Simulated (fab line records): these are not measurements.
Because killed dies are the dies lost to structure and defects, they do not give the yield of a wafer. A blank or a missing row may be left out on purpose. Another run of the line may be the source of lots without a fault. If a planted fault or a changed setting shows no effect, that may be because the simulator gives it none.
Split-lot study | flow rit_cmos | 23 wafers read from 5 lots, route of 202 steps

## THE SPLIT ITSELF
At RIT_NWELL_IMPLANT_08, the setting dose_cm2 was moved away from the recipe's 5e+13 on 6 of the 23 wafers read, by -6.0% to +6.0%. For the rest of the wafers, this setting stayed at what the recipe calls for.

## FROM THE SPLIT TO THE READING: what the file shows between them, 4 steps
- RIT_NWELL_STRIP_09: strips in O2, time 180 s
- RIT_NWELL_TW_MEAS_10
- RIT_PWELL_STRIP_09: strips in O2, time 180 s (also split here: o2_flow_sccm)
- RIT_WELLDRIVE_ANNEAL_00: time 14700 s

## THE READING
NWELL_RS, in ohm/sq, at RIT_WELLDRIVE_RS_MEAS_01 (measures by four-point-probe). Typical for fault-free wafers on this fab line: 274.9 ohm/sq, with standard deviation 0.73 ohm/sq.

wafer  | tool, chamber at the split | dose_cm2 as run | against the recipe | NWELL_RS, ohm/sq | against lot-mates on the recipe
L074.2 | implanter-04, 0            | 4.698e+13       | -6.0%              | 285.2            | +10.6
L074.3 | implanter-04, 0            | 4.698e+13       | -6.0%              | 285.0            | +10.4
L074.4 | implanter-04, 0            | 5e+13           | recipe             | 274.7            | -
L074.5 | implanter-04, 0            | 5e+13           | recipe             | 274.7            | -
L074.6 | implanter-04, 0            | 5e+13           | recipe             | 274.3            | -
L076.1 | implanter-04, 0            | 5e+13           | recipe             | 275.8            | -
L076.2 | implanter-04, 0            | 5e+13           | recipe             | 275.1            | -
L076.3 | implanter-04, 0            | 5e+13           | recipe             | 275.7            | -
L076.4 | implanter-04, 0            | 5e+13           | recipe             | 275.6            | -
L076.5 | implanter-04, 0            | 5e+13           | recipe             | 274.4            | -
L077.1 | implanter-04, 0            | 5e+13           | recipe             | 274.2            | -
L077.2 | implanter-04, 0            | 5.299e+13       | +6.0%              | 265.3            | -9.5
L077.4 | implanter-04, 0            | 5e+13           | recipe             | 274.9            | -
L077.5 | implanter-04, 0            | 5e+13           | recipe             | 275.2            | -
L077.6 | implanter-04, 0            | 5.299e+13       | +6.0%              | 266.0            | -8.8
L082.1 | implanter-01, 0            | 5e+13           | recipe             | 276.4            | -
L082.2 | implanter-01, 0            | 5e+13           | recipe             | 276.4            | -
L082.3 | implanter-01, 0            | 5e+13           | recipe             | 275.4            | -
L083.1 | implanter-01, 0            | 5.298e+13       | +6.0%              | 265.5            | -8.7
L083.3 | implanter-01, 0            | 5e+13           | recipe             | 273.7            | -
L083.4 | implanter-01, 0            | 5e+13           | recipe             | 274.4            | -
L083.5 | implanter-01, 0            | 5.298e+13       | +6.0%              | 265.5            | -8.7
L083.6 | implanter-01, 0            | 5e+13           | recipe             | 274.4            | -

THE FIT
A straight line over all 23 wafers: NWELL_RS changes by -1.61 ohm/sq for each +1% of dose_cm2; r = -0.99; the points scatter about the line by 0.7 ohm/sq.
The same after taking each lot's own level away (the mean of its wafers on the recipe; 23 wafers): -1.59 ohm/sq for each +1%; r = -0.99; scatter 0.53 ohm/sq.
According to that fit, moving dose_cm2 by its largest amount changes the reading by 9.6 ohm/sq.
Across the lots, their own levels run from 274.17 to 276.07 ohm/sq, a range of 2.6 times the standard deviation given above.
The two slopes are in agreement: the lot-to-lot level therefore moves the slope only a little.
Check: +9.47 ohm/sq against its lot-mates is what the line predicts for one of the wafers moved furthest among these (-6.0%) when that wafer is left out of the fit. Against them it came out at +10.6 ohm/sq.

## THESE WAFERS: OTHER SPLITS
Before the reading, these wafers also passed through other splits. Each is held against what the fit with the lots' levels taken away leaves over:
other split on the same wafers    | wafers away from the commonest value | r with NWELL_RS (lot level and that fit taken away)
RIT_ACTIVE_CVD_03 time_s          | 10                                   | +0.21
RIT_ACTIVE_COAT_06 spin_rpm       | 7                                    | +0.38
RIT_ACTIVE_ETCH_13 pressure_mtorr | 15                                   | +0.16
RIT_PWELL_STRIP_09 o2_flow_sccm   | 9                                    | +0.29

## THE WHOLE CHAIN: every reading that the file lists as answering this split, in the file's order
step                     | what it does                 | reading  | change (the file's fit)           | r (the file's)
RIT_NWELL_TW_MEAS_10     |                              | NWELL_TW | +7.85 for each +1% of the setting | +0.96
RIT_WELLDRIVE_RS_MEAS_01 | measures by four-point-probe | NWELL_RS | -1.58 for each +1% of the setting | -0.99

## THE FILE'S OWN FIT
NWELL_RS changes by -1.58 ohm/sq for each +1% of dose_cm2, r = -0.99.
